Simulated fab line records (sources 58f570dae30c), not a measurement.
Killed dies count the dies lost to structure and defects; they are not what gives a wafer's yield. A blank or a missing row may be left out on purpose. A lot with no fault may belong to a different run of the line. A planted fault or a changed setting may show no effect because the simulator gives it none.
fab line records ; flow berkeley-cmos170 ; part 1 of 2: steps 1 to 31 of 43
record: lots: 5; wafers: 15; last-day: 11
route steps=331 shown SACOX@97 SCREENOX@100 NVT@104 PVT@115 GATE@125 FIELD@126
lots that met no fault: taken from a fault-free run of the same line
start-h: start of the lot's first displayed wafer, in hours after the record's first day ; wait-h: hours from the lot's prior step to this one ; " identical to the entry in the row above ; L1.1+2: a row that stands for several wafers ; - either no value or no given start ; * or withheld: withheld ; < > ~ a bound
route shown NAME@n: a module of which the file shows steps, and the number in the route of the first ; usual: average and standard deviation across the fault-free wafers ; same: alike in all rows ; chamber/n: place in a boat ; sites: each site's reading ; _std_site: how widely they spread, as a standard deviation ; _edge_site: inner sites' mean taken away from outer sites' mean ; radius-mm: how far each site lies from the wafer's centre ; mask NAME#n: copy n ; behind: tool/chamber where the wafer was last shaped ; hold: cause of the lot's hold/its duration in hours/its outcome ; device: names the non-switching transistor (n, p or np) ; end of line: at the end of the route, the tests of the same wafers ; a step without rows: its recipe alone ; killed: the dies lost at the first sort to structure and to defects; this is not the yield of the wafer ; map: a wafer's dies, x killed, . not, _ none there
set.NAME: setting as actually run; set.NAME@STEP: the setting as run at that earlier step ; model.NAME: the simulator's own value behind a step, which no gauge read
lots seen at some steps along the route; tables by step, rows by wafer
services: the hour from which a tool's chamber was out of use, counted from the record's first day as start-h (under 0 if before that day), plus the number of hours and why
== steps ==
step: UCB170_SACOX_CLEAN_00
recipe: chemistry: dHF; dilution: 25:1; time-s: 7.5
same: time-s: 7.5
lot.wafer;tool;chamber;start-h;wait-h
L077.1+2+6;wet-bench-03;3;106.86;0.1
L081.1+2+4;wet-bench-03;3;129.10;0.5
L087.1+4+6;wet-bench-02;0;146.12;0.1
L094.1+2+3;wet-bench-03;1;183.76;0.2
L095.4+5+6;wet-bench-03;0;193.52;0.1
step: UCB170_SACOX_OXIDATION_01
recipe: temp-c: 900; ambient: O2; target-thk-a: 144; ox-time-s: 2400
usual: spike-tc-centre-C: 902.9/1.1; zone-power-source-pct: 28.5/2.9
lot.wafer;tool;chamber;start-h;wait-h;spike-tc-centre-C;zone-power-source-pct
L077.1;furnace-01;0;107.91;1.0;901.7;30.6
L077.2;furnace-01;0;107.91;1.0;904.2;31.1
L077.6;furnace-01;0;107.91;1.0;902.3;31.2
L081.1;furnace-01;0;129.95;0.8;902.4;31.0
L081.2;furnace-01;0;129.95;0.8;901.8;31.0
L081.4;furnace-01;0;129.95;0.8;903.9;31.0
L087.1;furnace-03;0;147.51;1.4;902.2;24.2
L087.4;furnace-03;0;147.51;1.4;902.5;24.3
L087.6;furnace-03;0;147.51;1.4;902.5;24.3
L094.1;furnace-03;0;183.78;0.0;903.4;24.0
L094.2;furnace-03;0;183.78;0.0;901.8;24.6
L094.3;furnace-03;0;183.78;0.0;904.2;24.4
L095.4;furnace-04;0;197.46;3.9;902.7;27.2
L095.5;furnace-04;0;197.46;3.9;903.8;26.9
L095.6;furnace-04;0;197.46;3.9;904.8;26.9
step: UCB170_SACOX_THK_MEAS_02
recipe: reads: SiO2_of_SACOX_OXIDATION_01
usual: SACOX_OXIDE_THK: 14.28/0.25
lot.wafer;tool;chamber;start-h;wait-h;SACOX_OXIDE_THK[nm]
L077.1;film-metro-03;-;109.58;0.0;14.44
L077.2;film-metro-03;-;109.58;0.0;14.32
L077.6;film-metro-03;-;109.58;0.0;14.34
L081.1;film-metro-02;-;131.67;0.1;14.35
L081.2;film-metro-02;-;131.67;0.1;14.14
L081.4;film-metro-02;-;131.67;0.1;14.41
L087.1;film-metro-03;-;149.18;0.0;14.42
L087.4;film-metro-03;-;149.18;0.0;14.57
L087.6;film-metro-03;-;149.18;0.0;14.52
L094.1;film-metro-02;-;185.45;0.0;14.46
L094.2;film-metro-02;-;185.45;0.0;14.61
L094.3;film-metro-02;-;185.45;0.0;14.37
L095.4;film-metro-04;-;199.16;0.0;14.51
L095.5;film-metro-04;-;199.16;0.0;14.67
L095.6;film-metro-04;-;199.16;0.0;14.51
step: UCB170_SCREENOX_WET_ETCH_00
recipe: chemistry: dHF; dilution: 25:1; target: SiO2; temp-c: 25; time-s: 200
same: time-s: 200
lot.wafer;tool;chamber;start-h;wait-h
L077.1+2+6;wet-bench-02;3;109.64;0.1
L081.1+2+4;wet-bench-03;0;131.84;0.2
L087.1+4+6;wet-bench-02;0;149.30;0.1
L094.1+2+3;wet-bench-03;2;185.51;0.1
L095.4+5+6;wet-bench-01;1;199.19;0.0
step: UCB170_SCREENOX_OXIDATION_01
recipe: temp-c: 900; ambient: O2; target-thk-a: 144; ox-time-s: 2400
usual: spike-tc-centre-C: 902.6/1; zone-power-source-pct: 27.1/3
lot.wafer;tool;chamber;start-h;wait-h;spike-tc-centre-C;zone-power-source-pct
L077.1;furnace-01;0;110.83;1.1;903.9;31.2
L077.2;furnace-01;0;110.83;1.1;903.8;30.9
L077.6;furnace-01;0;110.83;1.1;901.1;31.4
L081.1;furnace-01;0;131.90;0.0;902.3;30.8
L081.2;furnace-01;0;131.90;0.0;902.3;31.1
L081.4;furnace-01;0;131.90;0.0;903.4;30.9
L087.1;furnace-02;0;150.49;1.1;905.1;26.0
L087.4;furnace-02;0;150.49;1.1;903.1;26.2
L087.6;furnace-02;0;150.49;1.1;901.1;26.5
L094.1;furnace-02;0;186.19;0.6;902.1;26.8
L094.2;furnace-02;0;186.19;0.6;904.8;26.2
L094.3;furnace-02;0;186.19;0.6;903.1;26.4
L095.4;furnace-03;0;202.13;2.9;901.8;23.9
L095.5;furnace-03;0;202.13;2.9;904.0;23.9
L095.6;furnace-03;0;202.13;2.9;902.0;24.4
step: UCB170_SCREENOX_THK_MEAS_02
recipe: reads: SiO2_of_SCREENOX_OXIDATION_01
usual: SCREENOX_OXIDE_THK: 14.38/0.26
lot.wafer;tool;chamber;start-h;wait-h;SCREENOX_OXIDE_THK[nm]
L077.1;film-metro-02;-;112.50;0.0;14.15
L077.2;film-metro-02;-;112.50;0.0;14.31
L077.6;film-metro-02;-;112.50;0.0;14.50
L081.1;film-metro-01;-;133.63;0.1;14.80
L081.2;film-metro-01;-;133.63;0.1;14.78
L081.4;film-metro-01;-;133.63;0.1;14.78
L087.1;film-metro-01;-;152.16;0.0;14.91
L087.4;film-metro-01;-;152.16;0.0;14.60
L087.6;film-metro-01;-;152.16;0.0;14.68
L094.1;film-metro-01;-;187.85;0.0;14.12
L094.2;film-metro-01;-;187.85;0.0;14.39
L094.3;film-metro-01;-;187.85;0.0;13.95
L095.4;film-metro-01;-;203.83;0.0;13.99
L095.5;film-metro-01;-;203.83;0.0;14.32
L095.6;film-metro-01;-;203.83;0.0;14.23
step: UCB170_SCREENOX_ANNEAL_03
recipe: temp-c: 900; time-s: 900; ambient: N2
usual: spike-tc-centre-C: 902.5/1; zone-power-source-pct: 27/3.2
same: time-s: 900
lot.wafer;tool;chamber;start-h;wait-h;spike-tc-centre-C;zone-power-source-pct
L077.1;furnace-01;0;114.00;1.5;902.1;31
L077.2;furnace-01;0;114.00;1.5;901.5;31
L077.6;furnace-01;0;114.00;1.5;901.5;32
L081.1;furnace-01;0;134.92;1.3;903.0;31
L081.2;furnace-01;0;134.92;1.3;902.0;31
L081.4;furnace-01;0;134.92;1.3;902.0;31
L087.1;furnace-03;0;153.01;0.8;903.7;25
L087.4;furnace-03;0;153.01;0.8;901.6;25
L087.6;furnace-03;0;153.01;0.8;901.9;24
L094.1;furnace-03;0;190.20;2.3;901.3;24
L094.2;furnace-03;0;190.20;2.3;902.2;24
L094.3;furnace-03;0;190.20;2.3;901.3;25
L095.4;furnace-02;0;205.72;1.9;906.1;26
L095.5;furnace-02;0;205.72;1.9;904.1;27
L095.6;furnace-02;0;205.72;1.9;903.1;26
step: UCB170_NVT_HMDS_00
recipe: prime-time-s: 60; prime-temp-c: 100
same: prime-time-s: 60
lot.wafer;tool;chamber;start-h;wait-h
L077.1+2+6;litho-track-02;0;115.32;0.1
L081.1+2+4;litho-track-02;0;136.99;0.8
L087.1+4+6;litho-track-01;0;155.38;1.1
L094.1+2+3;litho-track-02;0;191.45;0.0
L095.4+5+6;litho-track-02;0;207.04;0.1
step: UCB170_NVT_COAT_01
recipe: resist: KrF; spin-rpm: 1500; resist-thk-nm: 900
lot.wafer;tool;chamber;start-h;wait-h
L077.1+2+6;litho-track-02;0;115.47;0.1
L081.1+2+4;litho-track-02;0;137.14;0.1
L087.1+4+6;litho-track-01;0;155.53;0.1
L094.1+2+3;litho-track-02;0;191.60;0.1
L095.4+5+6;litho-track-02;0;207.19;0.1
step: UCB170_NVT_SOFTBAKE_02
recipe: resist: KrF; temp-c: 130; time-s: 60
same: time-s: 60
lot.wafer;tool;chamber;start-h;wait-h
L077.1+2+6;litho-track-02;0;115.62;0.1
L081.1+2+4;litho-track-02;0;137.29;0.1
L087.1+4+6;litho-track-01;0;155.68;0.1
L094.1+2+3;litho-track-02;0;191.75;0.1
L095.4+5+6;litho-track-02;0;207.34;0.1
step: UCB170_NVT_EXPOSE_03
recipe: mask-id: PWELL; target-cd-nm: 3000; na: 0.5; sigma-outer: 0.6; source-shape: conventional; dose-mj: 30
usual: focus-offset-nm: 0.1/0.5
lot.wafer;tool;chamber;start-h;wait-h;mask;focus-offset-nm
L077.1;krf-scanner-01;0;-;-;PWELL#0;0.2
L077.2;krf-scanner-01;0;-;-;PWELL#0;-0.1
L077.6;krf-scanner-01;0;-;-;PWELL#0;0.6
L081.1;krf-scanner-02;0;137.84;0.5;PWELL#0;0.2
L081.2;krf-scanner-02;0;137.84;0.5;PWELL#0;1.3
L081.4;krf-scanner-02;0;137.84;0.5;PWELL#0;0.5
L087.1;krf-scanner-02;0;-;-;PWELL#0;-0.2
L087.4;krf-scanner-02;0;-;-;PWELL#0;0.8
L087.6;krf-scanner-02;0;-;-;PWELL#0;-0.2
L094.1;krf-scanner-02;0;191.90;0.1;PWELL#0;0.8
L094.2;krf-scanner-02;0;191.90;0.1;PWELL#0;0.2
L094.3;krf-scanner-02;0;191.90;0.1;PWELL#0;0.9
L095.4;krf-scanner-01;0;207.48;0.1;PWELL#0;-0.7
L095.5;krf-scanner-01;0;207.48;0.1;PWELL#0;-0.5
L095.6;krf-scanner-01;0;207.48;0.1;PWELL#0;-0.7
step: UCB170_NVT_PEB_04
recipe: peb-temp-c: 130; peb-time-s: withheld; resist: KrF
lot.wafer;tool;chamber;start-h;wait-h
L077.1+2+6;litho-track-02;0;-;-
L081.1+2+4;litho-track-01;0;138.62;0.8
L087.1+4+6;litho-track-03;0;-;-
L094.1+2+3;litho-track-03;0;192.01;0.1
L095.4+5+6;litho-track-01;0;207.81;0.3
step: UCB170_NVT_DEVELOP_05
recipe: developer: TMAH; develop-time-s: 45; resist: KrF; dev-temp-c: 21
lot.wafer;tool;chamber;start-h;wait-h
L077.1+2+6;litho-track-02;0;-;-
L081.1+2+4;litho-track-01;0;-;-
L087.1+4+6;litho-track-03;0;-;-
L094.1+2+3;litho-track-03;0;-;-
L095.4+5+6;litho-track-01;0;-;-
step: UCB170_NVT_OVL_MEAS_06
usual: NVT_OVL: 6/5.2
lot.wafer;tool;chamber;start-h;wait-h;NVT_OVL[nm]
L077.1;overlay-01;-;117.67;-;7
L077.2;overlay-01;-;117.67;-;6
L077.6;overlay-01;-;117.67;-;1
L081.1;overlay-01;-;138.89;-;2
L081.2;overlay-01;-;138.89;-;-2
L081.4;overlay-01;-;138.89;-;1
L087.1;overlay-02;-;157.90;-;8
L087.4;overlay-02;-;157.90;-;9
L087.6;overlay-02;-;157.90;-;6
L094.1;overlay-01;-;192.29;-;7
L094.2;overlay-01;-;192.29;-;6
L094.3;overlay-01;-;192.29;-;14
L095.4;overlay-01;-;208.03;-;6
L095.5;overlay-01;-;208.03;-;11
L095.6;overlay-01;-;208.03;-;14
step: UCB170_NVT_IMPLANT_07
recipe: species: BF2; dose-cm2: 3e+12; energy-kev: 50; tilt-deg: 7
usual: beam-on-s: 10.00/0.19
lot.wafer;tool;chamber;start-h;wait-h;beam-on-s
L077.1;implanter-01;0;117.70;0.0;9.88
L077.2;implanter-01;0;117.70;0.0;10.19
L077.6;implanter-01;0;117.70;0.0;10.04
L081.1;implanter-01;0;138.93;0.0;9.57
L081.2;implanter-01;0;138.93;0.0;9.92
L081.4;implanter-01;0;138.93;0.0;9.83
L087.1;implanter-02;0;157.94;0.0;10.14
L087.4;implanter-02;0;157.94;0.0;10.04
L087.6;implanter-02;0;157.94;0.0;10.03
L094.1;implanter-01;0;192.32;0.0;10.40
L094.2;implanter-01;0;192.32;0.0;10.10
L094.3;implanter-01;0;192.32;0.0;9.86
L095.4;implanter-04;0;208.12;0.1;9.56
L095.5;implanter-04;0;208.12;0.1;9.88
L095.6;implanter-04;0;208.12;0.1;9.57
step: UCB170_NVT_STRIP_08
recipe: chemistry: O2; power-w: 400; pressure-mtorr: 3500; platen-temp-c: withheld; o2-flow-sccm: 400; overash-fraction: 0.5
usual: drypump-motor-current-A: 5.9/0.62; oes-product-au: 0.734/0.0046; strip-time-to-endpoint-s: 21.66/0.065
same: overash-fraction: 0.5
lot.wafer;tool;chamber;start-h;wait-h;drypump-motor-current-A;oes-product-au;rf-hours-counter-h;strip-time-to-endpoint-s
L077.1;plasma-asher-03;0;117.85;0.1;6.2;0.728;40;21.67
L077.2;plasma-asher-03;1;117.85;0.1;6.2;0.720;40;21.64
L077.6;plasma-asher-03;0;117.85;0.1;6.2;0.734;-;21.72
L081.1;plasma-asher-03;0;139.08;0.1;6.2;0.733;43;21.73
L081.2;plasma-asher-03;1;139.08;0.1;6.2;0.733;43;21.70
L081.4;plasma-asher-03;0;139.08;0.1;6.3;0.734;-;21.76
L087.1;plasma-asher-04;1;158.09;0.1;6.7;0.733;5;21.67
L087.4;plasma-asher-04;1;158.09;0.1;6.7;0.735;-;21.69
L087.6;plasma-asher-04;1;158.09;0.1;6.7;0.733;-;21.70
L094.1;plasma-asher-04;0;192.47;0.1;4.9;0.742;10;21.64
L094.2;plasma-asher-04;1;192.47;0.1;6.6;0.731;10;21.74
L094.3;plasma-asher-04;0;192.47;0.1;4.9;0.736;-;21.66
L095.4;plasma-asher-04;0;208.23;0.1;4.9;0.743;-;21.56
L095.5;plasma-asher-04;1;208.23;0.1;6.7;0.728;-;21.49
L095.6;plasma-asher-04;0;208.23;0.1;4.9;0.736;-;21.50
step: UCB170_NVT_TW_MEAS_09
usual: NVT_TW: 527/5.9
lot.wafer;tool;chamber;start-h;wait-h;NVT_TW
L077.1;film-metro-01;-;117.95;0.1;529
L077.2;film-metro-01;-;117.95;0.1;527
L077.6;film-metro-01;-;117.95;0.1;527
L081.1;film-metro-01;-;139.32;0.2;530
L081.2;film-metro-01;-;139.32;0.2;531
L081.4;film-metro-01;-;139.32;0.2;530
L087.1;film-metro-04;-;158.19;0.1;523
L087.4;film-metro-04;-;158.19;0.1;523
L087.6;film-metro-04;-;158.19;0.1;519
L094.1;film-metro-04;-;192.57;0.1;522
L094.2;film-metro-04;-;192.57;0.1;524
L094.3;film-metro-04;-;192.57;0.1;521
L095.4;film-metro-03;-;208.33;0.1;535
L095.5;film-metro-03;-;208.33;0.1;536
L095.6;film-metro-03;-;208.33;0.1;533
step: UCB170_NVT_CLEAN_10
recipe: chemistry: SPM; temp-c: 120; time-s: 600
same: time-s: 600
lot.wafer;tool;chamber;start-h;wait-h
L077.1+2+6;wet-bench-01;1;118.01;0.1
L081.1+2+4;wet-bench-02;3;139.38;0.1
L087.1+4+6;wet-bench-02;2;158.25;0.1
L094.1+2+3;wet-bench-01;2;193.20;0.6
L095.4+5+6;wet-bench-02;1;210.83;2.5
step: UCB170_PVT_HMDS_00
recipe: prime-time-s: 60; prime-temp-c: 100
same: prime-time-s: 60
lot.wafer;tool;chamber;start-h;wait-h
L077.1+2+6;litho-track-03;0;118.77;0.6
L081.1+2+4;litho-track-04;0;139.95;0.4
L087.1+4+6;litho-track-03;0;159.18;0.7
L094.1+2+3;litho-track-04;0;193.82;0.4
L095.4+5+6;litho-track-04;0;211.08;0.1
step: UCB170_PVT_COAT_01
recipe: resist: KrF; spin-rpm: 1500; resist-thk-nm: 900
lot.wafer;tool;chamber;start-h;wait-h
L077.1+2+6;litho-track-03;0;118.92;0.1
L081.1+2+4;litho-track-04;0;140.10;0.1
L087.1+4+6;litho-track-03;0;159.33;0.1
L094.1+2+3;litho-track-04;0;193.97;0.1
L095.4+5+6;litho-track-04;0;211.23;0.1
step: UCB170_PVT_SOFTBAKE_02
recipe: resist: KrF; temp-c: 130; time-s: 60
same: time-s: 60
lot.wafer;tool;chamber;start-h;wait-h
L077.1+2+6;litho-track-03;0;119.07;0.1
L081.1+2+4;litho-track-04;0;140.25;0.1
L087.1+4+6;litho-track-03;0;159.48;0.1
L094.1+2+3;litho-track-04;0;194.12;0.1
L095.4+5+6;litho-track-04;0;211.38;0.1
step: UCB170_PVT_EXPOSE_03
recipe: mask-id: NWELL; target-cd-nm: 3000; na: 0.5; sigma-outer: 0.6; source-shape: conventional; dose-mj: 30
usual: focus-offset-nm: 0.0/0.49
lot.wafer;tool;chamber;start-h;wait-h;mask;focus-offset-nm
L077.1;krf-scanner-01;0;119.39;0.3;NWELL#0;0.2
L077.2;krf-scanner-01;0;119.39;0.3;NWELL#0;-0.3
L077.6;krf-scanner-01;0;119.39;0.3;NWELL#0;0.1
L081.1;krf-scanner-01;0;140.68;0.4;NWELL#0;-0.3
L081.2;krf-scanner-01;0;140.68;0.4;NWELL#0;-0.3
L081.4;krf-scanner-01;0;140.68;0.4;NWELL#0;-0.5
L087.1;krf-scanner-01;0;-;-;NWELL#0;-0.1
L087.4;krf-scanner-01;0;-;-;NWELL#0;-0.1
L087.6;krf-scanner-01;0;-;-;NWELL#0;-0.7
L094.1;krf-scanner-02;0;194.27;0.1;NWELL#0;-0.7
L094.2;krf-scanner-02;0;194.27;0.1;NWELL#0;-0.8
L094.3;krf-scanner-02;0;194.27;0.1;NWELL#0;-0.2
L095.4;krf-scanner-02;0;211.64;0.2;NWELL#0;0.0
L095.5;krf-scanner-02;0;211.64;0.2;NWELL#0;-0.2
L095.6;krf-scanner-02;0;211.64;0.2;NWELL#0;0.3
step: UCB170_PVT_PEB_04
recipe: peb-temp-c: 130; peb-time-s: withheld; resist: KrF
lot.wafer;tool;chamber;start-h;wait-h
L077.1+2+6;litho-track-03;0;120.12;0.7
L081.1+2+4;litho-track-02;0;141.24;0.5
L087.1+4+6;litho-track-02;0;-;-
L094.1+2+3;litho-track-02;0;194.99;0.7
L095.4+5+6;litho-track-03;0;211.77;0.1
step: UCB170_PVT_DEVELOP_05
recipe: developer: TMAH; develop-time-s: 45; resist: KrF; dev-temp-c: 21
lot.wafer;tool;chamber;start-h;wait-h
L077.1+2+6;litho-track-03;0;-;-
L081.1+2+4;litho-track-02;0;-;-
L087.1+4+6;litho-track-02;0;-;-
L094.1+2+3;litho-track-02;0;-;-
L095.4+5+6;litho-track-03;0;-;-
step: UCB170_PVT_OVL_MEAS_06
usual: PVT_OVL: -2/4.3
lot.wafer;tool;chamber;start-h;wait-h;PVT_OVL[nm]
L077.1;overlay-02;-;120.40;-;0
L077.2;overlay-02;-;120.40;-;2
L077.6;overlay-02;-;120.40;-;4
L081.1;overlay-01;-;141.52;-;5
L081.2;overlay-01;-;141.52;-;0
L081.4;overlay-01;-;141.52;-;2
L087.1;overlay-01;-;161.25;-;4
L087.4;overlay-01;-;161.25;-;4
L087.6;overlay-01;-;161.25;-;1
L094.1;overlay-01;-;195.26;-;-6
L094.2;overlay-01;-;195.26;-;-5
L094.3;overlay-01;-;195.26;-;-9
L095.4;overlay-02;-;211.99;-;-1
L095.5;overlay-02;-;211.99;-;-2
L095.6;overlay-02;-;211.99;-;1
step: UCB170_PVT_IMPLANT_07
recipe: species: P; dose-cm2: 2e+12; energy-kev: 30; tilt-deg: 7
usual: beam-on-s: 10.01/0.2
lot.wafer;tool;chamber;start-h;wait-h;beam-on-s
L077.1;implanter-03;0;120.43;0.0;9.53
L077.2;implanter-03;0;120.43;0.0;9.87
L077.6;implanter-03;0;120.43;0.0;10.01
L081.1;implanter-03;0;141.55;0.0;10.16
L081.2;implanter-03;0;141.55;0.0;9.97
L081.4;implanter-03;0;141.55;0.0;10.24
L087.1;implanter-03;0;161.28;0.0;10.06
L087.4;implanter-03;0;161.28;0.0;10.16
L087.6;implanter-03;0;161.28;0.0;10.10
L094.1;implanter-01;0;195.30;0.0;9.87
L094.2;implanter-01;0;195.30;0.0;9.99
L094.3;implanter-01;0;195.30;0.0;10.05
L095.4;implanter-03;0;212.08;0.1;10.21
L095.5;implanter-03;0;212.08;0.1;10.09
L095.6;implanter-03;0;212.08;0.1;9.97
step: UCB170_PVT_STRIP_08
recipe: chemistry: O2; power-w: 400; pressure-mtorr: 3500; platen-temp-c: withheld; o2-flow-sccm: 400; overash-fraction: 0.5
usual: drypump-motor-current-A: 5.8/0.31; oes-product-au: 0.734/0.0042; strip-time-to-endpoint-s: 21.63/0.065
same: overash-fraction: 0.5
lot.wafer;tool;chamber;start-h;wait-h;drypump-motor-current-A;oes-product-au;rf-hours-counter-h;strip-time-to-endpoint-s
L077.1;plasma-asher-03;1;120.58;0.1;6.2;0.739;41;21.59
L077.2;plasma-asher-03;0;120.58;0.1;6.3;0.738;41;21.64
L077.6;plasma-asher-03;0;120.58;0.1;6.3;0.740;-;21.62
L081.1;plasma-asher-03;0;141.70;0.1;6.2;0.728;44;21.68
L081.2;plasma-asher-03;1;141.70;0.1;6.2;0.735;44;21.59
L081.4;plasma-asher-03;1;141.70;0.1;6.1;0.737;-;21.66
L087.1;plasma-asher-02;0;161.43;0.1;5.7;0.738;46;21.73
L087.4;plasma-asher-02;1;161.43;0.1;5.5;0.733;-;21.76
L087.6;plasma-asher-02;1;161.43;0.1;5.5;0.731;-;21.72
L094.1;plasma-asher-02;1;195.45;0.1;5.5;0.733;50;21.67
L094.2;plasma-asher-02;0;195.45;0.1;5.7;0.741;50;21.60
L094.3;plasma-asher-02;0;195.45;0.1;5.7;0.742;-;21.68
L095.4;plasma-asher-03;0;212.19;0.1;6.2;0.731;-;21.56
L095.5;plasma-asher-03;0;212.19;0.1;6.2;0.736;-;21.57
L095.6;plasma-asher-03;1;212.19;0.1;6.2;0.736;-;21.59
step: UCB170_PVT_TW_MEAS_09
usual: PVT_TW: 507/3.8
lot.wafer;tool;chamber;start-h;wait-h;PVT_TW
L077.1;film-metro-04;-;120.68;0.1;506
L077.2;film-metro-04;-;120.68;0.1;503
L077.6;film-metro-04;-;120.68;0.1;506
L081.1;film-metro-04;-;141.80;0.1;508
L081.2;film-metro-04;-;141.80;0.1;508
L081.4;film-metro-04;-;141.80;0.1;504
L087.1;film-metro-01;-;161.53;0.1;512
L087.4;film-metro-01;-;161.53;0.1;513
L087.6;film-metro-01;-;161.53;0.1;514
L094.1;film-metro-04;-;195.55;0.1;504
L094.2;film-metro-04;-;195.55;0.1;503
L094.3;film-metro-04;-;195.55;0.1;508
L095.4;film-metro-04;-;212.29;0.1;501
L095.5;film-metro-04;-;212.29;0.1;503
L095.6;film-metro-04;-;212.29;0.1;505
step: UCB170_GATE_WET_ETCH_00
recipe: chemistry: dHF; dilution: 25:1; target: SiO2; temp-c: 25; time-s: 200
same: time-s: 200
lot.wafer;tool;chamber;start-h;wait-h
L077.1+2+6;wet-bench-04;1;120.74;0.1
L081.1+2+4;wet-bench-03;3;141.86;0.1
L087.1+4+6;wet-bench-03;3;161.72;0.2
L094.1+2+3;wet-bench-04;0;195.61;0.1
L095.4+5+6;wet-bench-04;2;212.32;0.0
step: UCB170_FIELD_THK_MEAS_91
recipe: reads: SiO2_of_FIELD_OXIDATION_01
usual: FIELD_OXIDE_LEFT_2_THK: 357/12
lot.wafer;tool;chamber;start-h;wait-h;FIELD_OXIDE_LEFT_2_THK[nm]
L077.1;film-metro-01;-;120.82;0.0;348
L077.2;film-metro-01;-;120.82;0.0;344
L077.6;film-metro-01;-;120.82;0.0;356
L081.1;film-metro-02;-;141.93;0.0;355
L081.2;film-metro-02;-;141.93;0.0;349
L081.4;film-metro-02;-;141.93;0.0;353
L087.1;film-metro-04;-;161.79;0.0;378
L087.4;film-metro-04;-;161.79;0.0;371
L087.6;film-metro-04;-;161.79;0.0;375
L094.1;film-metro-01;-;195.68;0.0;358
L094.2;film-metro-01;-;195.68;0.0;363
L094.3;film-metro-01;-;195.68;0.0;365
L095.4;film-metro-02;-;212.41;0.0;363
L095.5;film-metro-02;-;212.41;0.0;353
L095.6;film-metro-02;-;212.41;0.0;361
step: UCB170_GATE_OXIDATION_01
recipe: temp-c: 850; ambient: O2; target-thk-a: 66; ox-time-s: 1800
usual: spike-tc-centre-C: 854.0/1.1; zone-power-source-pct: 24.0/1.1
lot.wafer;tool;chamber;start-h;wait-h;spike-tc-centre-C;zone-power-source-pct
L077.1;furnace-04;0;122.17;1.3;853.5;24.0
L077.2;furnace-04;0;122.17;1.3;854.4;23.6
L077.6;furnace-04;0;122.17;1.3;854.4;23.6
L081.1;furnace-04;0;142.52;0.6;853.3;23.4
L081.2;furnace-04;0;142.52;0.6;856.3;23.9
L081.4;furnace-04;0;142.52;0.6;855.0;23.8
L087.1;furnace-02;0;162.66;0.9;855.5;23.3
L087.4;furnace-02;0;162.66;0.9;853.5;23.4
L087.6;furnace-02;0;162.66;0.9;852.2;23.2
L094.1;furnace-04;0;200.63;4.9;853.4;23.7
L094.2;furnace-04;0;200.63;4.9;853.5;24.1
L094.3;furnace-04;0;200.63;4.9;855.2;23.8
L095.4;furnace-04;0;216.36;3.9;855.6;23.6
L095.5;furnace-04;0;216.36;3.9;854.3;24.0
L095.6;furnace-04;0;216.36;3.9;853.7;24.0
